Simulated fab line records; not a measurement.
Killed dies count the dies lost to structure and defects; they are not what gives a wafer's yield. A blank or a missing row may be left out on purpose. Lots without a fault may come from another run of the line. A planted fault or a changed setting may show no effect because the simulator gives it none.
Struck lot and sound lot, side by side :: flow rit-cmos :: 23 out of 202 route steps
Sound: these wafers, L708.1, L708.2, L708.4. Struck: wafers L702.1, L702.2, L702.6. The cause is named last.
Per side, at each step with rows, come the tool, then ch with its chambers, and then its first start. Under that, the readings that differ: sound wafers :: struck wafers :: difference of the means :: sigmas: that difference in standard deviations of wafers without a fault.
alike: a reading whose means differ by less than 2 such deviations, as well as words and numbers matching on both sides. not compared: withheld readings; readings where some wafer has no value; bounds like >300 that might hide an equal value; numbers whose values overlap and for which the record gives no deviation.
Wherever a step has rows on one side only, a row that says differs or no value, or a row with sigmas, the two part there. Non-overlapping numbers with no deviation appear without sigmas and do not part them. Lack of a reading on every wafer of one side parts them only where that side has two or more wafers.

RIT_SDANNEAL_RS_MEAS_06: uses a four-point probe to measure.
  struck on film-metro-01, day 5 16:32; sound on film-metro-01, day 6 20:46
  alike: PLDD_RS
RIT_SDANNEAL_RS_MEAS_07: uses a four-point probe to measure.
  struck on film-metro-01, day 5 16:39; sound on film-metro-01, day 6 20:53
  alike: NLDD_RS
then, 1 step without rows for these wafers: RIT_SILICIDE_WET_ETCH_00 (etches SiO2 in BOE, target depth 14 nm, time 15 s).
RIT_SILICIDE_SPUTTER_01: material Ti, target thk 30 nm, time 240 s.
  struck on pvd-sputter-02, day 5 16:47; sound on pvd-sputter-01, day 6 21:01
  alike: cathode-dc-power-W, throttle-valve-pct
RIT_SILICIDE_RS_MEAS_02: uses a four-point probe to measure.
  struck on film-metro-02, day 5 16:56; sound on film-metro-02, day 6 21:10
  alike: SILICIDE_TI_RS
RIT_SILICIDE_THK_MEAS_03: measures by xrf.
  struck on film-metro-02, day 5 17:04; sound on film-metro-02, day 6 21:17
  alike: SILICIDE_TI_THK
RIT_SILICIDE_RTA_04: time 10 s, ramp up 5 s, ramp down 5 s.
  sound on rtp-anneal-02 ch 0, day 6 21:21; struck on rtp-anneal-02 ch 0, day 5 17:07
reading: wafer_temp_C_max
sound: 654.0 654.0 653.7
struck: 652.5 652.4 652.5
difference: -1.4
sigmas: -2
then, 1 step without rows for these wafers: RIT_SILICIDE_WET_ETCH_05 (etches Ti in SPM, time 120 s).
RIT_SILICIDE_RTA_06: time 10 s, ramp up 5 s, ramp down 10 s.
  sound on rtp-anneal-01 ch 0, day 6 21:28; struck on rtp-anneal-01 ch 0, day 5 17:14
  alike: wafer_temp_C_max
RIT_CONTACT_CVD_00: deposits SiO2 from TEOS, target thk 400 nm, time 63.28 s.
  sound on pecvd-02 ch 0,2, day 6 21:31; struck on pecvd-02 ch 0,1, day 5 17:17
  alike: heater-power-w
RIT_CONTACT_THK_MEAS_01:
  struck on film-metro-03, day 5 17:22; sound on film-metro-04, day 6 21:34
  alike: CONTACT_TEOS_THK
then, 1 step without rows for these wafers: RIT_CONTACT_HMDS_02 (prime time 60 s).
RIT_CONTACT_COAT_03: resist thk 1000 nm.
  sound on litho-track-03 ch 0, day 6 21:47; struck on litho-track-04 ch 0, day 5 17:35
reading: spin-speed-rpm (rpm)
sound: 3251.4 3251.4 3252.0
struck: 3149.3 3152.2 3156.0
difference: -99.1
sigmas: -45

reading: model.NOVOLAK_of_CONTACT_COAT_03.thk-nm (nm)
sound: 1002 1001 997.8
struck: 1019 1014 1013
difference: +15
sigmas: 
then, 4 steps without rows for these wafers: RIT_CONTACT_SOFTBAKE_04 (time 60 s); RIT_CONTACT_EXPOSE_05 (exposes mask M11, target cd 1000 nm); RIT_CONTACT_PEB_06; RIT_CONTACT_DEVELOP_07 (develop time 120 s).
RIT_CONTACT_CD_MEAS_08: target cd 1000 nm.
  struck on cd-sem-02, day 5 18:24; sound on cd-sem-01, day 6 22:44
  alike: cd-nm
RIT_CONTACT_OVL_MEAS_09:
  struck on overlay-01, day 5 18:31; sound on overlay-01, day 6 22:51
  alike: CONTACT_OVL
then, 1 step without rows for these wafers: RIT_CONTACT_HARDBAKE_10 (time 60 s).
RIT_CONTACT_ETCH_11: etches SiO2 in CHF3/CF4/Ar, stops on TiSi2, target depth 480 nm, time 320 s.
  sound on rie-diel-03 ch 1,2,3, day 6 23:02; struck on rie-diel-03 ch 0,2,3, day 5 18:42
reading: model.NOVOLAK_of_CONTACT_COAT_03.thk-nm (nm)
sound: 769.3 773.5 766.7
struck: 789.7 782.4 777.8
difference: +13.5
sigmas: 
  alike: drypump-motor-current-A, oes-product-au, throttle-valve-pct
  not compared: rf-hours-counter-h
RIT_CONTACT_STRIP_12: strips in O2, time 180 s.
  sound on plasma-asher-03 ch 0,1, day 6 23:14; struck on plasma-asher-01 ch 0,1, day 5 18:54
  alike: drypump-motor-current-A
  not compared: rf-hours-counter-h
RIT_M1_PROBE_99:
  struck on prober-02, day 6 00:03; sound on prober-02, day 7 04:01
reading: killed_at_M0_to_M3
sound: 0 0 0
struck: 0 0 1
difference: +0
sigmas: +3
  alike: killed-at-contacts, killed-at-front-end, killed-dies, killed-open, killed-short

## WHERE THEY PART
Earliest at RIT_SILICIDE_RTA_04; latest, in this record, at RIT_M1_PROBE_99.

WHY: what had been put in by the simulator
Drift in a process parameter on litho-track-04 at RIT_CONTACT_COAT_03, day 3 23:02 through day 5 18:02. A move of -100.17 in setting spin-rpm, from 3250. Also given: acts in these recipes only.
